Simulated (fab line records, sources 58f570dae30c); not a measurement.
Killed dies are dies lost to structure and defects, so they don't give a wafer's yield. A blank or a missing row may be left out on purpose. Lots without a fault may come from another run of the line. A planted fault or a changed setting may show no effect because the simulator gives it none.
fab line records | flow berkeley_cmos170
record lots=14 wafers=42 last_day=12
route steps=331 shown M1@248 V1@255 V2@308 M3@310
lots that met no fault: from a run of the same line without faults
start_h: hours from the record's first day to the start of the lot's first wafer shown | wait_h: hours since the lot's step before | " the same as in the row above | L1.1+2: a row that stands for several wafers | - no value, or no start given | * or withheld: withheld | < > ~ a bound
route shown NAME@n: a module of which the file shows steps, and the number in the route of the first | usual: mean/standard deviation of fault-free wafers | same: alike in all rows | chamber/n: place in a boat | sites: the reading at each site | _std_site: their standard deviation | _edge_site: outer sites' mean less inner sites' | radius_mm: how far each site lies from the wafer's centre | mask NAME#n: copy n | behind: the tool/chamber that last shaped the wafer | hold: why the lot was held/for how many hours/how that ended | device: the transistor (n, p or np) that didn't switch | end of line: the same wafers' tests at the end of the route | a step without rows: its recipe alone | killed: dies lost to structure and defects at the first sort, not the wafer's yield | map: a wafer's dies, x killed, . not, _ none there
set.NAME: the setting as run; set.NAME@STEP: as run at that earlier step | model.NAME: the simulator's own value behind a step, which no gauge read
steps of the route over a sample of lots; a table a step, a row a wafer
services: from which hour (start_h, from the record's first day; less than 0 if before it) a tool's chamber was out of use, for how many hours, and why
## steps
# step UCB170_M1_OVL_MEAS_10
# usual M1_OVL=-5/6.2
# columns lot.wafer tool chamber start_h wait_h M1_OVL[nm]
L664.1 overlay-01 - 142.06 0.1 -16
L664.3 " - " " -8
L664.5 " - " " -14
L666.1 overlay-01 - 148.28 0.1 0
L666.5 " - " " 2
L666.6 " - " " -3
L665.2 overlay-01 - 148.61 0.1 -4
L665.4 " - " " -5
L665.6 " - " " -10
L668.1 overlay-01 - 167.66 0.1 -6
L668.3 " - " " -5
L668.6 " - " " -8
L670.2 overlay-01 - 178.99 0.1 2
L670.4 " - " " 9
L670.6 " - " " 3
L671.1 overlay-02 - 179.54 0.1 4
L671.2 " - " " 3
L671.5 " - " " 0
L672.2 overlay-01 - 185.64 0.1 -7
L672.3 " - " " -5
L672.5 " - " " -2
L673.2 overlay-01 - 194.29 0.1 -3
L673.3 " - " " 1
L673.6 " - " " -1
L677.1 overlay-01 - 209.39 0.1 -7
L677.5 " - " " -2
L677.6 " - " " -6
L676.1 overlay-01 - 211.30 0.1 0
L676.3 " - " " -10
L676.4 " - " " -2
L678.1 overlay-01 - 219.39 0.1 -12
L678.3 " - " " -6
L678.4 " - " " -10
L679.1 overlay-02 - 219.71 0.1 -9
L679.2 " - " " -5
L679.5 " - " " -6
L683.1 overlay-02 - 237.28 0.1 -7
L683.2 " - " " -6
L683.4 " - " " -2
L686.1 overlay-02 - 265.11 0.1 0
L686.2 " - " " -4
L686.5 " - " " 7
# step UCB170_V1_THK_MEAS_01
# recipe reads=SiO2_of_V1_CVD_00
# usual V1_TEOS_THK=2017/28
# columns lot.wafer tool chamber start_h wait_h V1_TEOS_THK[nm]
L664.1 film_metro-03 - 146.10 0.1 2024
L664.3 " - " " 2011
L664.5 " - " " 2049
L666.1 film_metro-03 - 153.80 0.1 2036
L666.5 " - " " 2064
L666.6 " - " " 2057
L665.2 film_metro-02 - 153.89 0.2 1991
L665.4 " - " " 1977
L665.6 " - " " 1989
L668.1 film_metro-04 - 171.03 0.1 1971
L668.3 " - " " 2001
L668.6 " - " " 2043
L671.1 film_metro-02 - 184.72 0.1 1975
L671.2 " - " " 1984
L671.5 " - " " 2019
L670.2 film_metro-03 - 184.73 0.1 1997
L670.4 " - " " 2025
L670.6 " - " " 2018
L672.2 film_metro-04 - 191.51 0.1 2002
L672.3 " - " " 1994
L672.5 " - " " 2027
L673.2 film_metro-03 - 198.51 0.1 1997
L673.3 " - " " 2014
L673.6 " - " " 2046
L677.1 film_metro-04 - 212.52 0.1 2017
L677.5 " - " " 2070
L677.6 " - " " 2049
L676.1 film_metro-04 - 214.07 0.1 1985
L676.3 " - " " 1984
L676.4 " - " " 2040
L678.1 film_metro-03 - 222.40 0.1 2024
L678.3 " - " " 2039
L678.4 " - " " 2059
L679.1 film_metro-04 - 222.40 0.1 1991
L679.2 " - " " 2037
L679.5 " - " " 2043
L683.1 film_metro-03 - 241.10 0.1 1976
L683.2 " - " " 1979
L683.4 " - " " 2029
L686.1 film_metro-04 - 267.97 0.1 1982
L686.2 " - " " 1988
L686.5 " - " " 2040
# step UCB170_V2_CD_MEAS_90
# recipe target_cd_nm=700
# usual cd_nm=699.8/1.5
# columns lot.wafer tool chamber start_h wait_h cd_nm
L664.1 cd_sem-02 - 154.23 0.1 698.9
L664.3 " - " " 700.6
L664.5 " - " " 701.7
L666.1 cd_sem-02 - 162.38 0.1 697.7
L666.5 " - " " 696.7
L666.6 " - " " 697.3
L665.2 cd_sem-02 - 162.75 0.1 699.7
L665.4 " - " " 699.7
L665.6 " - " " 700.7
L668.1 cd_sem-02 - 180.07 0.1 700.6
L668.3 " - " " 699.3
L668.6 " - " " 700.6
L670.2 cd_sem-02 - 191.75 0.1 699.4
L670.4 " - " " 698.1
L670.6 " - " " 699.0
L671.1 cd_sem-01 - 192.25 0.1 701.7
L671.2 " - " " 703.5
L671.5 " - " " 702.7
L672.2 cd_sem-02 - 199.46 0.1 698.2
L672.3 " - " " 697.7
L672.5 " - " " 696.5
L673.2 cd_sem-01 - 206.68 0.1 700.7
L673.3 " - " " 700.1
L673.6 " - " " 700.5
L677.1 cd_sem-02 - 220.36 0.1 700.6
L677.5 " - " " 698.4
L677.6 " - " " 697.9
L676.1 cd_sem-02 - 224.19 0.1 697.6
L676.3 " - " " 699.2
L676.4 " - " " 698.0
L679.1 cd_sem-02 - 232.05 0.1 699.1
L679.2 " - " " 697.5
L679.5 " - " " 697.5
L678.1 cd_sem-01 - 232.67 0.1 698.5
L678.3 " - " " 701.7
L678.4 " - " " 699.3
L683.1 cd_sem-02 - 250.29 0.1 701.3
L683.2 " - " " 699.2
L683.4 " - " " 700.9
L686.1 cd_sem-02 - 279.30 0.1 702.6
L686.2 " - " " 701.1
L686.5 " - " " 699.2
# step UCB170_M3_SPUTTER_01
# recipe material=Al target_thk_nm=900 time_s=120 power_w=6000 chamber_pressure_pa=0.5
# usual throttle_valve_pct=30.6/1
# columns lot.wafer tool chamber start_h wait_h throttle_valve_pct
L664.1 pvd_sputter-03 - 154.42 0.0 29.9
L664.3 " - " " 30.8
L664.5 " - " " 32.7
L666.1 pvd_sputter-02 - 162.57 0.0 30.2
L666.5 " - " " 29.6
L666.6 " - " " 30.7
L665.2 pvd_sputter-03 - 162.92 0.0 29.0
L665.4 " - " " 30.1
L665.6 " - " " 29.3
L668.1 pvd_sputter-03 - 180.26 0.0 29.9
L668.3 " - " " 30.8
L668.6 " - " " 30.8
L670.2 pvd_sputter-02 - 191.91 0.0 30.3
L670.4 " - " " 30.3
L670.6 " - " " 29.9
L671.1 pvd_sputter-03 - 192.44 0.0 30.9
L671.2 " - " " 32.5
L671.5 " - " " 29.6
L672.2 pvd_sputter-03 - 199.63 0.0 29.3
L672.3 " - " " 30.7
L672.5 " - " " 30.8
L673.2 pvd_sputter-02 - 206.85 0.0 29.5
L673.3 " - " " 30.0
L673.6 " - " " 30.5
L677.1 pvd_sputter-02 - 220.54 0.0 30.4
L677.5 " - " " 29.5
L677.6 " - " " 30.1
L676.1 pvd_sputter-03 - 224.38 0.0 32.6
L676.3 " - " " 31.1
L676.4 " - " " 29.3
L679.1 pvd_sputter-01 - 232.24 0.0 31.1
L679.2 " - " " 30.2
L679.5 " - " " 30.9
L678.1 pvd_sputter-03 - 232.86 0.0 31.2
L678.3 " - " " 32.7
L678.4 " - " " 30.2
L683.1 pvd_sputter-02 - 250.48 0.0 30.2
L683.2 " - " " 30.6
L683.4 " - " " 29.5
L686.1 pvd_sputter-02 - 279.48 0.0 30.3
L686.2 " - " " 29.5
L686.5 " - " " 30.6
# step UCB170_M3_RS_MEAS_02
# recipe thk_meas_gauge=four-point-probe reads=Al_of_M3_SPUTTER_01
# usual M3_AL_RS=0.0320/0.00034
# columns lot.wafer tool chamber start_h wait_h M3_AL_RS[ohm/sq]
L664.1 film_metro-01 - 154.50 0.0 0.0325
L664.3 " - " " 0.0327
L664.5 " - " " 0.0320
L666.1 film_metro-03 - 162.65 0.0 0.0315
L666.5 " - " " 0.0317
L666.6 " - " " 0.0317
L665.2 film_metro-04 - 163.02 0.1 0.0317
L665.4 " - " " 0.0319
L665.6 " - " " 0.0319
L668.1 film_metro-03 - 180.34 0.0 0.0320
L668.3 " - " " 0.0319
L668.6 " - " " 0.0320
L670.2 film_metro-04 - 192.02 0.1 0.0320
L670.4 " - " " 0.0322
L670.6 " - " " 0.0321
L671.1 film_metro-03 - 192.52 0.0 0.0322
L671.2 " - " " 0.0320
L671.5 " - " " 0.0321
L672.2 film_metro-01 - 199.73 0.1 0.0321
L672.3 " - " " 0.0323
L672.5 " - " " 0.0320
L673.2 film_metro-01 - 206.95 0.1 0.0312
L673.3 " - " " 0.0312
L673.6 " - " " 0.0312
L677.1 film_metro-04 - 220.63 0.0 0.0315
L677.5 " - " " 0.0318
L677.6 " - " " 0.0317
L676.1 film_metro-04 - 224.46 0.0 0.0219
L676.3 " - " " 0.0221
L676.4 " - " " 0.0221
L679.1 film_metro-01 - 232.32 0.0 0.0324
L679.2 " - " " 0.0321
L679.5 " - " " 0.0326
L678.1 film_metro-04 - 232.94 0.0 0.0221
L678.3 " - " " 0.0218
L678.4 " - " " 0.0221
L683.1 film_metro-03 - 250.56 0.0 0.0313
L683.2 " - " " 0.0314
L683.4 " - " " 0.0315
L686.1 film_metro-03 - 279.57 0.0 0.0315
L686.2 " - " " 0.0315
L686.5 " - " " 0.0317
# step UCB170_M3_THK_MEAS_03
# recipe thk_meas_gauge=xrf reads=Al_of_M3_SPUTTER_01
# usual M3_AL_THK=882/11
# columns lot.wafer tool chamber start_h wait_h M3_AL_THK[nm]
L664.1 film_metro-01 - 154.62 0.1 876
L664.3 " - " " 871
L664.5 " - " " 888
L666.1 film_metro-03 - 162.77 0.1 903
L666.5 " - " " 900
L666.6 " - " " 895
L665.2 film_metro-04 - 163.13 0.1 888
L665.4 " - " " 884
L665.6 " - " " 882
L668.1 film_metro-03 - 180.46 0.1 886
L668.3 " - " " 892
L668.6 " - " " 883
L670.2 film_metro-04 - 192.13 0.1 884
L670.4 " - " " 873
L670.6 " - " " 883
L671.1 film_metro-03 - 192.64 0.1 876
L671.2 " - " " 879
L671.5 " - " " 881
L672.2 film_metro-01 - 199.84 0.1 879
L672.3 " - " " 875
L672.5 " - " " 881
L673.2 film_metro-01 - 207.06 0.1 901
L673.3 " - " " 900
L673.6 " - " " 901
L677.1 film_metro-04 - 220.75 0.1 897
L677.5 " - " " 880
L677.6 " - " " 881
L676.1 film_metro-04 - 224.58 0.1 1267
L676.3 " - " " 1258
L676.4 " - " " 1263
L679.1 film_metro-01 - 232.44 0.1 873
L679.2 " - " " 878
L679.5 " - " " 869
L678.1 film_metro-04 - 233.06 0.1 1269
L678.3 " - " " 1282
L678.4 " - " " 1264
L683.1 film_metro-03 - 250.68 0.1 907
L683.2 " - " " 905
L683.4 " - " " 899
L686.1 film_metro-03 - 279.69 0.1 904
L686.2 " - " " 901
L686.5 " - " " 892
# step UCB170_M3_METAL_ETCH_18
# recipe chemistry=Cl2/BCl3 target=Al stop_on=SiO2 pressure_mtorr=12 target_depth_a=11700 over_etch_frac=0.3 time_s=195 icp_w=600 bias_w=120 Cl2_flow_sccm=90 bcl3_flow_sccm=45
# usual bias_w=119.9/0.32 drypump_motor_current_A=5.5/0.51 mfc_cl2_sccm=89.94/0.26 oes_product_au=0.851/0.015 throttle_valve_pct=24.50/0.17
# columns lot.wafer tool chamber start_h wait_h bias_w drypump_motor_current_A mfc_cl2_sccm oes_product_au rf_hours_counter_h throttle_valve_pct
L664.1 rie_metal-01 0 156.78 - 120.1 6.1 89.91 0.850 9 24.64
L664.3 " 1 " " 119.5 6.0 89.74 0.877 - 24.71
L664.5 " 0 " " 119.6 6.1 90.02 0.864 - 24.65
L666.1 rie_metal-03 0 164.80 - 119.8 5.8 89.49 0.856 0 24.62
L666.5 " 1 " " 119.8 4.9 90.19 0.847 - 24.28
L666.6 " 0 " " 119.9 5.8 89.84 0.852 - 24.61
L665.2 rie_metal-02 0 165.13 - 120.1 4.9 90.21 0.855 - 24.47
L665.4 " 0 " " 119.9 4.9 89.87 0.842 - 24.47
L665.6 " 0 " " 119.9 4.9 90.11 0.843 - 24.47
L668.1 rie_metal-03 1 182.54 - 119.9 4.9 90.00 0.835 7 24.29
L668.3 " 1 " " 120.1 4.9 90.32 0.847 - 24.29
L668.6 " 0 " " 120.0 5.8 89.60 0.848 - 24.62
L670.2 rie_metal-03 1 194.00 - 119.9 4.9 89.75 0.848 7 24.30
L670.4 " 1 " " 119.6 4.9 89.60 0.845 - 24.28
L670.6 " 1 " " 120.0 4.9 89.68 0.844 - 24.31
L671.1 rie_metal-01 0 194.48 - 120.0 6.1 89.96 0.846 10 24.63
L671.2 " 1 " " 120.2 5.9 89.91 0.883 11 24.70
L671.5 " 0 " " 120.3 6.1 89.60 0.853 - 24.64
L672.2 rie_metal-03 0 202.83 - 119.6 5.8 90.31 0.852 1 24.60
L672.3 " 1 " " 119.9 4.9 89.84 0.840 - 24.29
L672.5 " 0 " " 119.3 5.8 90.23 0.848 - 24.63
L673.2 rie_metal-03 1 209.78 - 120.3 4.9 89.98 0.841 7 24.29
L673.3 " 0 " " 120.8 5.8 89.62 0.863 - 24.61
L673.6 " 1 " " 120.0 4.9 89.82 0.847 - 24.29
L677.1 rie_metal-03 0 223.53 - 120.5 5.8 89.74 0.860 2 24.61
L677.5 " 0 " " 120.5 5.8 89.17 0.844 - 24.63
L677.6 " 1 " " 120.0 4.9 89.64 0.851 - 24.28
L676.1 rie_metal-01 0 228.22 - 119.9 6.2 90.09 1.012 11 24.56
L676.3 " 1 " " 120.0 6.0 89.92 1.009 - 24.67
L676.4 " 0 " " 119.8 6.1 90.15 1.016 - 24.57
L679.1 rie_metal-02 1 234.64 - 119.7 5.5 89.96 0.835 2 24.24
L679.2 " 0 " " 119.7 4.9 89.88 0.833 8 24.46
L679.5 " 1 " " 119.5 5.5 90.33 0.826 - 24.23
L678.1 rie_metal-03 0 235.19 - 120.0 5.8 90.15 0.983 2 24.55
L678.3 " 1 " " 120.3 4.9 89.93 0.990 - 24.22
L678.4 " 0 " " 120.0 5.8 90.08 0.982 - 24.57
L683.1 rie_metal-02 1 253.67 - 120.0 5.5 89.70 0.841 3 24.23
L683.2 " 0 " " 120.0 4.9 89.80 0.857 9 24.47
L683.4 " 1 " " 119.9 5.5 89.82 0.837 - 24.26
L686.1 rie_metal-02 1 283.77 - 120.1 5.5 89.85 0.835 3 24.22
L686.2 " 0 " " 120.0 4.9 90.06 0.858 10 24.47
L686.5 " 1 " " 120.3 5.5 90.11 0.840 - 24.22
## services
# columns tool chamber start_h hours kind
rie_metal-02 1 140.45 2.1 repair
pvd_sputter-02 - 145.64 11.8 repair
pvd_sputter-02 - 148.98 9.9 repair
rie_metal-02 1 156.82 - clean
rie_metal-02 1 156.82 11.9 scheduled_down
rie_metal-02 1 156.82 11.9 vent_cycle
rie_metal-03 1 172.43 2.6 repair
rie_metal-02 - 192.84 2.8 pm
rie_metal-01 - 213.36 0.3 repair
pvd_sputter-02 - 227.74 9.2 repair
rie_metal-01 - 235.56 3.6 repair
pvd_sputter-03 - 260.82 5.4 repair
rie_metal-01 1 273.67 - clean
rie_metal-01 - 277.05 2.8 pm
## key
first_sign step=UCB170_M3_RS_MEAS_02 reading=M3_AL_RS direction=down sigmas=29 usual=0.0320 struck=0.0220
effect step=UCB170_M3_THK_MEAS_03 reading=M3_AL_THK direction=up sigmas=34 usual=882 struck=1267
effect step=UCB170_M3_METAL_ETCH_18 reading=oes_product_au direction=up sigmas=10 usual=0.851 struck=0.999
met_at UCB170_M3_SPUTTER_01
struck_lots L676,L678
later_rows_left_out L676.1,L676.3,L676.4,L678.1,L678.3,L678.4
sort_left_out L676.1,L676.3,L676.4,L678.1,L678.3,L678.4
not_acting_at UCB170_M1_OVL_MEAS_10,UCB170_V1_THK_MEAS_01,UCB170_V2_CD_MEAS_90
onset_between 199.63 224.38
fault kind=process_parameter_drift tool=pvd_sputter-03 chamber=- onset_h=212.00 steps=UCB170_M3_SPUTTER_01 channel=target_thk_nm offset=406.78 shape=step end_h=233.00 acts_in=these_recipes_only stated=900
# sort_left_out: the simulated sort isn't trusted on such a fault, so these wafers' sort isn't shown, and their yield isn't known
# later_rows_left_out: the simulator's readings of these wafers behind a module that went badly wrong aren't trusted and aren't shown, but for the sort
